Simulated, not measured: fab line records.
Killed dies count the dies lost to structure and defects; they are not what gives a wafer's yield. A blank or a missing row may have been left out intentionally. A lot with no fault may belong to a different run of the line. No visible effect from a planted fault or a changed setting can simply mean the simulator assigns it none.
fab line records + flow rit-cmos
[record]
- lots = 6
- wafers = 18
- last-day = 7
route steps=202 shown PSD@150 SDANNEAL@153 NSD@158 PLDD@159 NLDD@160 SILICIDE@161 M1@202
lots with no fault: from the same line, run without faults
start-h: hours from the record's first day to the start of the lot's first wafer shown + wait-h: hours since the lot's step before + " the same as in the row above + L1.1+2: a row that stands for several wafers + - either no value or no given start + * or withheld: withheld + < > ~ a bound
route shown NAME@n: NAME is a module with steps in the file, n the number in the route of the first one + usual: average and standard deviation across the fault-free wafers + same: alike in all rows + chamber/n: place in a boat + sites: each site's reading + _std_site: standard deviation of those values + _edge_site: inner sites' mean taken away from outer sites' mean + radius-mm: for every site, how far away it sits from the centre of the wafer + mask NAME#n: copy n + behind: tool/chamber where the wafer was last shaped + hold: why the lot went on hold/how many hours it stayed there/how the hold came to an end + device: transistor that didn't switch, given as n, p or np + end of line: the tests these same wafers got at the end of their route + for a step that has no rows: nothing shown but its recipe + killed: at the first sort, the dies lost to defects and structure; wafer yield is something else + map: the dies of a wafer, with x for killed, . for not killed, _ for no die there
set.NAME: the setting as run; set.NAME@STEP: as run at that earlier step + model.NAME: the simulator's own value behind a step, which no gauge read
a table for each step, a row for each wafer; lots at some steps of the route
services: a tool's chamber out of use, with start hour (start-h, from the record's first day; less than 0 if before it), hours out, and reason
[[steps]]
[step RIT_PSD_IMPLANT_08]
[recipe]
- species = BF2
- energy-kev = 27
- dose-cm2 = 5e+15
- tilt-deg = 7
[step RIT_PSD_STRIP_09]
[recipe]
- chemistry = O2
- time-s = 180
- resist = NOVOLAK
- platen-temp-c = withheld
- power-w = 500
- pressure-mtorr = 4000
- o2-flow-sccm = 4000
[usual]
- drypump-motor-current-A = 6.0/0.47
| lot.wafer | tool            | chamber | start-h | wait-h | drypump-motor-current-A | rf-hours-counter-h |
|-----------|-----------------|---------|---------|--------|-------------------------|--------------------|
| L245.3    | plasma-asher-02 | 1       | 62.49   | 0.1    | 6.4                     | -                  |
| L245.4    | "               | 0       | "       | "      | 5.3                     | -                  |
| L245.5    | "               | 1       | "       | "      | 6.5                     | -                  |
| L249.2    | plasma-asher-01 | 1       | 78.67   | 0.1    | 5.9                     | 44                 |
| L249.4    | "               | 0       | "       | "      | 6.3                     | -                  |
| L249.5    | "               | 1       | "       | "      | 5.9                     | -                  |
| L259.1    | plasma-asher-02 | 1       | 128.89  | 0.1    | 6.5                     | 51                 |
| L259.3    | "               | 1       | "       | "      | 6.5                     | -                  |
| L259.4    | "               | 0       | "       | "      | 5.3                     | -                  |
| L261.1    | plasma-asher-02 | 0       | 138.53  | 0.1    | 5.3                     | 52                 |
| L261.3    | "               | 0       | "       | "      | 5.3                     | -                  |
| L261.4    | "               | 1       | "       | "      | 6.5                     | -                  |
| L264.3    | plasma-asher-01 | 0       | 150.77  | 0.1    | 6.3                     | -                  |
| L264.5    | "               | 0       | "       | "      | 6.3                     | -                  |
| L264.6    | "               | 1       | "       | "      | 5.9                     | -                  |
| L266.3    | plasma-asher-01 | 0       | 164.98  | 0.1    | 6.3                     | -                  |
| L266.5    | "               | 1       | "       | "      | 5.9                     | -                  |
| L266.6    | "               | 0       | "       | "      | 6.3                     | -                  |
[step RIT_PSD_TW_MEAS_10]
[usual]
- PSD_TW = 3458/37
| lot.wafer | tool          | chamber | start-h | wait-h | PSD_TW |
|-----------|---------------|---------|---------|--------|--------|
| L245.3    | film-metro-01 | -       | 62.63   | 0.1    | 3487   |
| L245.4    | "             | -       | "       | "      | 3499   |
| L245.5    | "             | -       | "       | "      | 3506   |
| L249.2    | film-metro-02 | -       | 78.86   | 0.1    | 3487   |
| L249.4    | "             | -       | "       | "      | 3469   |
| L249.5    | "             | -       | "       | "      | 3487   |
| L259.1    | film-metro-01 | -       | 129.07  | 0.1    | 3479   |
| L259.3    | "             | -       | "       | "      | 3486   |
| L259.4    | "             | -       | "       | "      | 3466   |
| L261.1    | film-metro-01 | -       | 138.70  | 0.1    | 3488   |
| L261.3    | "             | -       | "       | "      | 3484   |
| L261.4    | "             | -       | "       | "      | 3488   |
| L264.3    | film-metro-03 | -       | 150.91  | 0.1    | 3396   |
| L264.5    | "             | -       | "       | "      | 3386   |
| L264.6    | "             | -       | "       | "      | 3386   |
| L266.3    | film-metro-03 | -       | 165.12  | 0.1    | 3388   |
| L266.5    | "             | -       | "       | "      | 3376   |
| L266.6    | "             | -       | "       | "      | 3384   |
[step RIT_SDANNEAL_CLEAN_00]
[recipe]
- chemistry = SC1
- mix = 3:3:50
- time-s = 600
- temp-c = 75
[step RIT_SDANNEAL_CLEAN_01]
[recipe]
- chemistry = dHF
- dilution = 50:1
- time-s = 30
[step RIT_SDANNEAL_CLEAN_02]
[recipe]
- chemistry = SC2
- mix = 3:3:50
- time-s = 600
- temp-c = 75
- dry = n2-spin
[step RIT_SDANNEAL_RTA_03]
[recipe]
- temp-c = 1050
- time-s = 5
- idle-temp-c = 600
- ramp-up-c-per-s = 342
- ramp-down-c-per-s = 171
- cool-to-c = 600
- ambient = N2
[usual]
- wafer_temp_C_max = 1053.5/1.2
| lot.wafer | tool          | chamber | start-h | wait-h | wafer_temp_C_max |
|-----------|---------------|---------|---------|--------|------------------|
| L245.3    | rtp-anneal-02 | 0       | 63.08   | 0.0    | 1052.8           |
| L245.4    | "             | 0       | "       | "      | 1053.5           |
| L245.5    | "             | 0       | "       | "      | 1052.9           |
| L249.2    | rtp-anneal-01 | 0       | 79.29   | 0.0    | 1051.6           |
| L249.4    | "             | 0       | "       | "      | 1053.9           |
| L249.5    | "             | 0       | "       | "      | 1052.5           |
| L259.1    | rtp-anneal-01 | 0       | 129.51  | 0.0    | 1053.0           |
| L259.3    | "             | 0       | "       | "      | 1055.1           |
| L259.4    | "             | 0       | "       | "      | 1053.2           |
| L261.1    | rtp-anneal-01 | 0       | 139.48  | 0.0    | 1052.0           |
| L261.3    | "             | 0       | "       | "      | 1053.9           |
| L261.4    | "             | 0       | "       | "      | 1054.3           |
| L264.3    | rtp-anneal-02 | 0       | 151.38  | 0.0    | 1055.5           |
| L264.5    | "             | 0       | "       | "      | 1052.6           |
| L264.6    | "             | 0       | "       | "      | 1052.7           |
| L266.3    | rtp-anneal-02 | 0       | 165.74  | 0.0    | 1053.3           |
| L266.5    | "             | 0       | "       | "      | 1054.5           |
| L266.6    | "             | 0       | "       | "      | 1052.6           |
[step RIT_SDANNEAL_RS_MEAS_04]
[recipe]
- thk-meas-gauge = four-point-probe
[usual]
- PSD_RS = 115.8/0.33
| lot.wafer | tool          | chamber | start-h | wait-h | PSD_RS[ohm/sq] |
|-----------|---------------|---------|---------|--------|----------------|
| L245.3    | film-metro-02 | -       | 63.16   | 0.1    | 115.6          |
| L245.4    | "             | -       | "       | "      | 116.0          |
| L245.5    | "             | -       | "       | "      | 115.5          |
| L249.2    | film-metro-03 | -       | 79.35   | 0.1    | 115.8          |
| L249.4    | "             | -       | "       | "      | 116.2          |
| L249.5    | "             | -       | "       | "      | 116.1          |
| L259.1    | film-metro-01 | -       | 129.57  | 0.0    | 115.4          |
| L259.3    | "             | -       | "       | "      | 115.1          |
| L259.4    | "             | -       | "       | "      | 115.1          |
| L261.1    | film-metro-02 | -       | 139.54  | 0.0    | 115.9          |
| L261.3    | "             | -       | "       | "      | 115.6          |
| L261.4    | "             | -       | "       | "      | 115.7          |
| L264.3    | film-metro-02 | -       | 151.46  | 0.1    | 115.4          |
| L264.5    | "             | -       | "       | "      | 115.5          |
| L264.6    | "             | -       | "       | "      | 115.5          |
| L266.3    | film-metro-01 | -       | 165.82  | 0.1    | 116.0          |
| L266.5    | "             | -       | "       | "      | 116.6          |
| L266.6    | "             | -       | "       | "      | 116.1          |
[step RIT_SDANNEAL_RS_MEAS_05]
[recipe]
- thk-meas-gauge = four-point-probe
[usual]
- NSD_RS = 84.54/0.28
| lot.wafer | tool          | chamber | start-h | wait-h | NSD_RS[ohm/sq] |
|-----------|---------------|---------|---------|--------|----------------|
| L245.3    | film-metro-02 | -       | 63.28   | 0.1    | 84.46          |
| L245.4    | "             | -       | "       | "      | 84.05          |
| L245.5    | "             | -       | "       | "      | 83.98          |
| L249.2    | film-metro-03 | -       | 79.47   | 0.1    | 84.68          |
| L249.4    | "             | -       | "       | "      | 84.22          |
| L249.5    | "             | -       | "       | "      | 84.80          |
| L259.1    | film-metro-01 | -       | 129.69  | 0.1    | 84.52          |
| L259.3    | "             | -       | "       | "      | 84.47          |
| L259.4    | "             | -       | "       | "      | 84.64          |
| L261.1    | film-metro-02 | -       | 139.66  | 0.1    | 84.64          |
| L261.3    | "             | -       | "       | "      | 84.51          |
| L261.4    | "             | -       | "       | "      | 84.71          |
| L264.3    | film-metro-02 | -       | 151.58  | 0.1    | 84.25          |
| L264.5    | "             | -       | "       | "      | 84.54          |
| L264.6    | "             | -       | "       | "      | 84.45          |
| L266.3    | film-metro-01 | -       | 165.94  | 0.1    | 84.23          |
| L266.5    | "             | -       | "       | "      | 84.61          |
| L266.6    | "             | -       | "       | "      | 84.35          |
[step RIT_SDANNEAL_RS_MEAS_06]
[recipe]
- thk-meas-gauge = four-point-probe
[usual]
- PLDD_RS = 178.6/0.53
| lot.wafer | tool          | chamber | start-h | wait-h | PLDD_RS[ohm/sq] |
|-----------|---------------|---------|---------|--------|-----------------|
| L245.3    | film-metro-02 | -       | 63.40   | 0.1    | 178.1           |
| L245.4    | "             | -       | "       | "      | 177.9           |
| L245.5    | "             | -       | "       | "      | 177.8           |
| L249.2    | film-metro-03 | -       | 79.59   | 0.1    | 178.6           |
| L249.4    | "             | -       | "       | "      | 178.9           |
| L249.5    | "             | -       | "       | "      | 178.5           |
| L259.1    | film-metro-01 | -       | 129.81  | 0.1    | 178.4           |
| L259.3    | "             | -       | "       | "      | 177.7           |
| L259.4    | "             | -       | "       | "      | 178.0           |
| L261.1    | film-metro-02 | -       | 139.78  | 0.1    | 178.2           |
| L261.3    | "             | -       | "       | "      | 178.6           |
| L261.4    | "             | -       | "       | "      | 178.1           |
| L264.3    | film-metro-02 | -       | 151.70  | 0.1    | 178.6           |
| L264.5    | "             | -       | "       | "      | 178.5           |
| L264.6    | "             | -       | "       | "      | 178.4           |
| L266.3    | film-metro-01 | -       | 166.06  | 0.1    | 179.3           |
| L266.5    | "             | -       | "       | "      | 179.0           |
| L266.6    | "             | -       | "       | "      | 179.3           |
[step RIT_SDANNEAL_RS_MEAS_07]
[recipe]
- thk-meas-gauge = four-point-probe
[usual]
- NLDD_RS = 151.6/0.58
| lot.wafer | tool          | chamber | start-h | wait-h | NLDD_RS[ohm/sq] |
|-----------|---------------|---------|---------|--------|-----------------|
| L245.3    | film-metro-02 | -       | 63.52   | 0.1    | 150.5           |
| L245.4    | "             | -       | "       | "      | 150.3           |
| L245.5    | "             | -       | "       | "      | 150.0           |
| L249.2    | film-metro-03 | -       | 79.71   | 0.1    | 150.7           |
| L249.4    | "             | -       | "       | "      | 151.0           |
| L249.5    | "             | -       | "       | "      | 150.7           |
| L259.1    | film-metro-01 | -       | 129.93  | 0.1    | 151.4           |
| L259.3    | "             | -       | "       | "      | 151.6           |
| L259.4    | "             | -       | "       | "      | 152.3           |
| L261.1    | film-metro-02 | -       | 139.90  | 0.1    | 150.3           |
| L261.3    | "             | -       | "       | "      | 150.7           |
| L261.4    | "             | -       | "       | "      | 150.5           |
| L264.3    | film-metro-02 | -       | 151.82  | 0.1    | 151.8           |
| L264.5    | "             | -       | "       | "      | 152.0           |
| L264.6    | "             | -       | "       | "      | 152.3           |
| L266.3    | film-metro-01 | -       | 166.18  | 0.1    | 151.7           |
| L266.5    | "             | -       | "       | "      | 151.6           |
| L266.6    | "             | -       | "       | "      | 152.3           |
[step RIT_SILICIDE_WET_ETCH_00]
[recipe]
- chemistry = BOE
- target = SiO2
- target-depth-nm = 14
- time-s = 15
- dry = n2-spin
- dilution = 10:1
- temp-c = 21.5
[step RIT_SILICIDE_SPUTTER_01]
[recipe]
- material = Ti
- target-thk-nm = 30
- power-w = 350
- chamber-pressure-pa = 0.667
- gas = Ar
- time-s = 240
- substrate-temp-c = 25
[usual]
- cathode-dc-power-W = 349.99/0.061
- throttle-valve-pct = 30.1/0.83
| lot.wafer | tool           | chamber | start-h | wait-h | cathode-dc-power-W | throttle-valve-pct | model.Ti_of_SILICIDE_SPUTTER_01.thk-nm |
|-----------|----------------|---------|---------|--------|--------------------|--------------------|----------------------------------------|
| L245.3    | pvd-sputter-02 | -       | 63.61   | 0.0    | 349.93             | 30.0               | 30.33                                  |
| L245.4    | "              | -       | "       | "      | 349.96             | 30.5               | 30.26                                  |
| L245.5    | "              | -       | "       | "      | 350.01             | 31.8               | 30.11                                  |
| L249.2    | pvd-sputter-03 | -       | 79.83   | 0.0    | 349.94             | 29.1               | 30.14                                  |
| L249.4    | "              | -       | "       | "      | 349.97             | 30.9               | 30.2                                   |
| L249.5    | "              | -       | "       | "      | 350.04             | 29.7               | 30.23                                  |
| L259.1    | pvd-sputter-03 | -       | 130.06  | 0.0    | 386.00             | 30.9               | 33.31                                  |
| L259.3    | "              | -       | "       | "      | 385.82             | 29.8               | 32.84                                  |
| L259.4    | "              | -       | "       | "      | 386.04             | 29.3               | 33.11                                  |
| L261.1    | pvd-sputter-03 | -       | 140.04  | 0.0    | 386.04             | 31.0               | 33.46                                  |
| L261.3    | "              | -       | "       | "      | 386.10             | 31.0               | 33.39                                  |
| L261.4    | "              | -       | "       | "      | 385.97             | 29.3               | 33.54                                  |
| L264.3    | pvd-sputter-01 | -       | 151.92  | 0.0    | 349.92             | 30.2               | 29.87                                  |
| L264.5    | "              | -       | "       | "      | 349.92             | 28.5               | 29.7                                   |
| L264.6    | "              | -       | "       | "      | 349.88             | 30.9               | 30.08                                  |
| L266.3    | pvd-sputter-01 | -       | 166.27  | 0.0    | 350.02             | 28.6               | 30.26                                  |
| L266.5    | "              | -       | "       | "      | 349.97             | 30.5               | 30.27                                  |
| L266.6    | "              | -       | "       | "      | 350.03             | 30.2               | 29.66                                  |
[step RIT_SILICIDE_RS_MEAS_02]
[recipe]
- thk-meas-gauge = four-point-probe
- reads = Ti_of_SILICIDE_SPUTTER_01
[usual]
- SILICIDE_TI_RS = 47.8/0.75
| lot.wafer | tool          | chamber | start-h | wait-h | SILICIDE_TI_RS[ohm/sq] |
|-----------|---------------|---------|---------|--------|------------------------|
| L245.3    | film-metro-03 | -       | 63.80   | 0.1    | 47.3                   |
| L245.4    | "             | -       | "       | "      | 47.4                   |
| L245.5    | "             | -       | "       | "      | 47.7                   |
| L249.2    | film-metro-04 | -       | 80.00   | 0.1    | 47.7                   |
| L249.4    | "             | -       | "       | "      | 47.4                   |
| L249.5    | "             | -       | "       | "      | 47.4                   |
| L259.1    | film-metro-04 | -       | 130.21  | 0.1    | 42.1                   |
| L259.3    | "             | -       | "       | "      | 42.7                   |
| L259.4    | "             | -       | "       | "      | 42.3                   |
| L261.1    | film-metro-04 | -       | 140.19  | 0.1    | 41.8                   |
| L261.3    | "             | -       | "       | "      | 41.9                   |
| L261.4    | "             | -       | "       | "      | 41.7                   |
| L264.3    | film-metro-04 | -       | 152.11  | 0.1    | 48.1                   |
| L264.5    | "             | -       | "       | "      | 48.5                   |
| L264.6    | "             | -       | "       | "      | 47.7                   |
| L266.3    | film-metro-02 | -       | 166.46  | 0.1    | 47.4                   |
| L266.5    | "             | -       | "       | "      | 47.2                   |
| L266.6    | "             | -       | "       | "      | 48.4                   |
[step RIT_SILICIDE_THK_MEAS_03]
[recipe]
- thk-meas-gauge = xrf
- reads = Ti_of_SILICIDE_SPUTTER_01
[usual]
- SILICIDE_TI_THK = 30.0/0.45
| lot.wafer | tool          | chamber | start-h | wait-h | SILICIDE_TI_THK[nm] |
|-----------|---------------|---------|---------|--------|---------------------|
| L245.3    | film-metro-03 | -       | 63.90   | 0.1    | 30.3                |
| L245.4    | "             | -       | "       | "      | 30.3                |
| L245.5    | "             | -       | "       | "      | 30.1                |
| L249.2    | film-metro-04 | -       | 80.11   | 0.1    | 30.1                |
| L249.4    | "             | -       | "       | "      | 30.1                |
| L249.5    | "             | -       | "       | "      | 30.1                |
| L259.1    | film-metro-04 | -       | 130.33  | 0.1    | 33.2                |
| L259.3    | "             | -       | "       | "      | 32.8                |
| L259.4    | "             | -       | "       | "      | 33.0                |
| L261.1    | film-metro-04 | -       | 140.31  | 0.1    | 33.4                |
| L261.3    | "             | -       | "       | "      | 33.4                |
| L261.4    | "             | -       | "       | "      | 33.4                |
| L264.3    | film-metro-04 | -       | 152.21  | 0.1    | 29.8                |
| L264.5    | "             | -       | "       | "      | 29.4                |
| L264.6    | "             | -       | "       | "      | 29.9                |
| L266.3    | film-metro-02 | -       | 166.56  | 0.1    | 30.3                |
| L266.5    | "             | -       | "       | "      | 30.3                |
| L266.6    | "             | -       | "       | "      | 29.9                |
[step RIT_SILICIDE_RTA_04]
[recipe]
- temp-c = 650
- time-s = 10
- idle-temp-c = 25
- ramp-up-s = 5
- ramp-down-s = 5
- cool-to-c = 25
- ambient = N2
[usual]
- wafer_temp_C_max = 654.1/1.4
| lot.wafer | tool          | chamber | start-h | wait-h | wafer_temp_C_max |
|-----------|---------------|---------|---------|--------|------------------|
| L245.3    | rtp-anneal-02 | 0       | 63.97   | 0.1    | 655.1            |
| L245.4    | "             | 0       | "       | "      | 657.8            |
| L245.5    | "             | 0       | "       | "      | 655.3            |
| L249.2    | rtp-anneal-02 | 0       | 80.17   | 0.1    | 654.8            |
| L249.4    | "             | 0       | "       | "      | 653.6            |
| L249.5    | "             | 0       | "       | "      | 654.6            |
| L259.1    | rtp-anneal-02 | 0       | 130.39  | 0.1    | 654.2            |
| L259.3    | "             | 0       | "       | "      | 657.1            |
| L259.4    | "             | 0       | "       | "      | 656.0            |
| L261.1    | rtp-anneal-02 | 0       | 140.37  | 0.1    | 655.3            |
| L261.3    | "             | 0       | "       | "      | 657.1            |
| L261.4    | "             | 0       | "       | "      | 655.7            |
| L264.3    | rtp-anneal-01 | 0       | 152.27  | 0.1    | 652.8            |
| L264.5    | "             | 0       | "       | "      | 652.6            |
| L264.6    | "             | 0       | "       | "      | 652.3            |
| L266.3    | rtp-anneal-01 | 0       | 166.62  | 0.1    | 653.0            |
| L266.5    | "             | 0       | "       | "      | 651.9            |
| L266.6    | "             | 0       | "       | "      | 652.6            |
[step RIT_M1_PROBE_99]
[usual]
- killed-at-contacts = 0.1/0.34
- killed-at-front-end = 6.9/2.8
- killed-dies = 7.1/2.8
- killed-open = 3.4/1.9
- killed-short = 3.6/1.7
[same]
- gross-dies = 264
- killed_at_M0_to_M3 = 0
- killed_at_M4_up = 0
- killed-at-back-side = 0
- killed-at-other = 0
| lot.wafer | tool      | chamber | start-h | wait-h | killed-at-contacts | killed-at-front-end | killed-dies | killed-open | killed-short | model.etest.npoly-line.line-ohm-um | model.etest.ppoly-line.line-ohm-um | model.etest.contact-pplus.end-ohm-um | model.etest.contact-nplus.end-ohm-um | model.etest.npoly-line.rs-ohm-sq | model.etest.ppoly-line.rs-ohm-sq | model.etest.npoly-sal.rs-ohm-sq | model.etest.ppoly-sal.rs-ohm-sq |
|-----------|-----------|---------|---------|--------|--------------------|---------------------|-------------|-------------|--------------|------------------------------------|------------------------------------|--------------------------------------|--------------------------------------|----------------------------------|----------------------------------|---------------------------------|---------------------------------|
| L245.3    | prober-02 | -       | 70.96   | 0.2    | 0                  | 5                   | 5           | 1           | 4            | 166.7                              | 159.7                              | 43.69                                | 42.14                                | 16.88                            | 16.44                            | 4.29                            | 4.234                           |
| L245.4    | prober-02 | -       | 71.01   | 0.2    | 1                  | 3                   | 4           | 3           | 1            | 165.4                              | 155.9                              | 43.03                                | 40.72                                | 16.87                            | 16.45                            | 4.333                           | 4.261                           |
| L245.5    | prober-02 | -       | 71.06   | 0.2    | 0                  | 2                   | 2           | 0           | 2            | 171                                | 163.3                              | 41.74                                | 41.29                                | 16.93                            | 16.57                            | 4.354                           | 4.319                           |
| L249.2    | prober-02 | -       | 86.63   | 0.1    | 0                  | 9                   | 9           | 3           | 6            | 168.7                              | 163.6                              | 43.22                                | 42.18                                | 16.89                            | 16.53                            | 4.343                           | 4.347                           |
| L249.4    | prober-02 | -       | 86.73   | 0.2    | 0                  | 6                   | 6           | 3           | 3            | 173.9                              | 169.2                              | 43.34                                | 41.29                                | 17.01                            | 16.59                            | 4.355                           | 4.33                            |
| L249.5    | prober-02 | -       | 86.78   | 0.2    | 0                  | 10                  | 10          | 5           | 5            | 174.1                              | 165                                | 43.51                                | 41.19                                | 17                               | 16.45                            | 4.341                           | 4.335                           |
| L259.1    | prober-02 | -       | 137.26  | 0.1    | 0                  | 6                   | 6           | 2           | 4            | 158.8                              | 152.5                              | 50.54                                | 45.78                                | 15.63                            | 15.32                            | 3.918                           | 3.916                           |
| L259.3    | prober-02 | -       | 137.36  | 0.2    | 0                  | 4                   | 4           | 1           | 3            | 154.3                              | 148.4                              | 49.63                                | 44.87                                | 15.72                            | 15.34                            | 3.988                           | 3.979                           |
| L259.4    | prober-02 | -       | 137.41  | 0.2    | 0                  | 6                   | 6           | 2           | 4            | 156.9                              | 154                                | 50.53                                | 45.8                                 | 15.79                            | 15.37                            | 3.991                           | 3.968                           |
| L261.1    | prober-02 | -       | 147.65  | 0.1    | 0                  | 5                   | 5           | 3           | 2            | 171.2                              | 166.7                              | 46.47                                | 47.26                                | 15.81                            | 15.45                            | 3.941                           | 3.906                           |
| L261.3    | prober-02 | -       | 147.75  | 0.2    | 0                  | 4                   | 4           | 1           | 3            | 167.8                              | 161.3                              | 47.62                                | 45.8                                 | 15.86                            | 15.47                            | 3.962                           | 3.927                           |
| L261.4    | prober-02 | -       | 147.80  | 0.2    | 1                  | 3                   | 4           | 2           | 2            | 172                                | 163.1                              | 47.79                                | 47.42                                | 15.81                            | 15.41                            | 3.927                           | 3.94                            |
| L264.3    | prober-02 | -       | 159.01  | 0.2    | 0                  | 12                  | 12          | 7           | 5            | 174                                | 167                                | 43.16                                | 41.13                                | 17.14                            | 16.52                            | 4.371                           | 4.331                           |
| L264.5    | prober-02 | -       | 159.11  | 0.2    | 0                  | 5                   | 5           | 2           | 3            | 173.3                              | 164.8                              | 41.69                                | 41.45                                | 17.19                            | 16.52                            | 4.4                             | 4.365                           |
| L264.6    | prober-02 | -       | 159.16  | 0.2    | 0                  | 12                  | 12          | 10          | 2            | 175.1                              | 168.1                              | 43.08                                | 42.39                                | 17.1                             | 16.5                             | 4.377                           | 4.353                           |
| L266.3    | prober-02 | -       | 173.38  | 0.2    | 0                  | 10                  | 10          | 5           | 5            | 170.7                              | 165                                | 46.01                                | 42.36                                | 16.87                            | 16.35                            | 4.331                           | 4.308                           |
| L266.5    | prober-02 | -       | 173.48  | 0.2    | 1                  | 9                   | 10          | 5           | 5            | 171.8                              | 164.5                              | 44.56                                | 41.02                                | 16.88                            | 16.36                            | 4.355                           | 4.311                           |
| L266.6    | prober-02 | -       | 173.53  | 0.2    | 0                  | 9                   | 9           | 6           | 3            | 178.3                              | 170.1                              | 43.06                                | 40.44                                | 17.08                            | 16.66                            | 4.387                           | 4.37                            |
// killed by level:class
L245.3 GATE:geometric-particle:short=2 FOX1:geometric-particle:short=1 FOX1:geometric-particle:open=1 SPACER:geometric-particle:short=1
L245.4 GATE:geometric-particle:short=1 GATE:geometric-particle:open=1 REOX:geometric-particle:open=1 CONTACT:geometric-particle:open=1
L245.5 GATE:geometric-particle:short=1 SPACER:geometric-particle:short=1
L249.2 GATE:geometric-particle:short=4 GATE:geometric-particle:open=2 FOX1:geometric-particle:short=1 REOX:geometric-particle:short=1 REOX:geometric-particle:open=1
L249.4 GATE:geometric-particle:open=3 GATE:geometric-particle:short=2 REOX:geometric-particle:short=1
L249.5 FOX1:geometric-particle:open=2 GATE:geometric-particle:short=2 REOX:geometric-particle:open=2 REOX:geometric-particle:short=2 ACTIVE:geometric-particle:short=1 FOX2:geometric-particle:open=1
L259.1 SPACER:geometric-particle:short=2 GATE:geometric-particle:open=1 REOX:geometric-particle:short=1 SPACER:geometric-particle:open=1 SILICIDE:geometric-particle:short=1
L259.3 FOX2:geometric-particle:short=2 GATE:geometric-particle:short=1 REOX:geometric-particle:open=1
L259.4 SILICIDE:geometric-particle:short=2 FOX1:geometric-particle:open=1 GATE:geometric-particle:short=1 GATE:geometric-particle:open=1 SPACER:geometric-particle:short=1
L261.1 FOX1:geometric-particle:short=2 SPACER:geometric-particle:open=2 GATE:geometric-particle:open=1
L261.3 FOX1:geometric-particle:short=1 GATE:geometric-particle:short=1 GATE:geometric-particle:open=1 SILICIDE:geometric-particle:short=1
L261.4 FOX2:geometric-particle:open=1 GATE:geometric-particle:open=1 SILICIDE:geometric-particle:short=1 CONTACT:geometric-particle:short=1
L264.3 GATE:geometric-particle:open=5 GATE:geometric-particle:short=3 SPACER:geometric-particle:open=2 REOX:geometric-particle:short=1 SPACER:geometric-particle:short=1
L264.5 FOX1:geometric-particle:short=2 ACTIVE:geometric-particle:open=1 GATE:geometric-particle:open=1 SPACER:geometric-particle:short=1
L264.6 GATE:geometric-particle:open=4 SILICIDE:geometric-particle:open=3 FOX1:geometric-particle:open=1 GATE:geometric-particle:short=1 REOX:geometric-particle:open=1 SPACER:geometric-particle:short=1 SPACER:geometric-particle:open=1
L266.3 GATE:geometric-particle:short=3 GATE:geometric-particle:open=2 SILICIDE:geometric-particle:open=2 FOX1:geometric-particle:short=1 SPACER:geometric-particle:open=1 SILICIDE:geometric-particle:short=1
L266.5 GATE:geometric-particle:open=4 FOX2:geometric-particle:short=2 GATE:geometric-particle:short=1 SPACER:geometric-particle:short=1 SILICIDE:geometric-particle:open=1 CONTACT:geometric-particle:short=1
L266.6 GATE:geometric-particle:open=4 GATE:geometric-particle:short=2 REOX:geometric-particle:open=1 SILICIDE:geometric-particle:open=1 SILICIDE:geometric-particle:short=1
[[services]]
| tool            | chamber | start-h | hours | kind   |
|-----------------|---------|---------|-------|--------|
| plasma-asher-02 | -       | 40.67   | 2.8   | pm     |
| rtp-anneal-01   | -       | 42.46   | 24.4  | pm     |
| pvd-sputter-03  | -       | 69.20   | 2.3   | repair |
| plasma-asher-01 | -       | 111.83  | 4.1   | repair |
| rtp-anneal-02   | -       | 160.64  | 4.9   | pm     |
[[key]]
[first-sign]
- step = RIT_SILICIDE_SPUTTER_01
- reading = cathode-dc-power-W
- direction = up
- sigmas = 99+
- usual = 349.99
- struck = 385.99
[effect]
- step = RIT_SILICIDE_RS_MEAS_02
- reading = SILICIDE_TI_RS
- direction = down
- sigmas = 7.7
- usual = 47.8
- struck = 42.1
[effect]
- step = RIT_SILICIDE_THK_MEAS_03
- reading = SILICIDE_TI_THK
- direction = up
- sigmas = 7.2
- usual = 30.0
- struck = 33.2
[model-effect]
- step = RIT_SILICIDE_SPUTTER_01
- value = Ti_of_SILICIDE_SPUTTER_01.thk-nm
- without = 30.19
- struck = 33.28
[model-effect]
- step = RIT_M1_PROBE_99
- value = etest.npoly-line.line-ohm-um
- without = 171.8
- struck = 163.5
met-at RIT_SILICIDE_SPUTTER_01
struck-wafers L259.1,L259.3,L259.4,L261.1,L261.3,L261.4
tester-left-out L259,L261
onset-between 79.83 130.06
[fault]
- kind = process-parameter-drift
- tool = pvd-sputter-03
- chamber = -
- onset-h = 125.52
- steps = RIT_SILICIDE_SPUTTER_01
- channel = power-w
- offset = 35.99
- shape = step
- end-h = 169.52
- acts-in = these-recipes-only
- stated = 350
// tester-left-out: of these lots the tester's yield and bins aren't shown, on N5 and GAA mostly nor the transistor test; their killed dies are dies lost to structure and defects alone, not to doping, threshold or leakage, so they don't give the yield
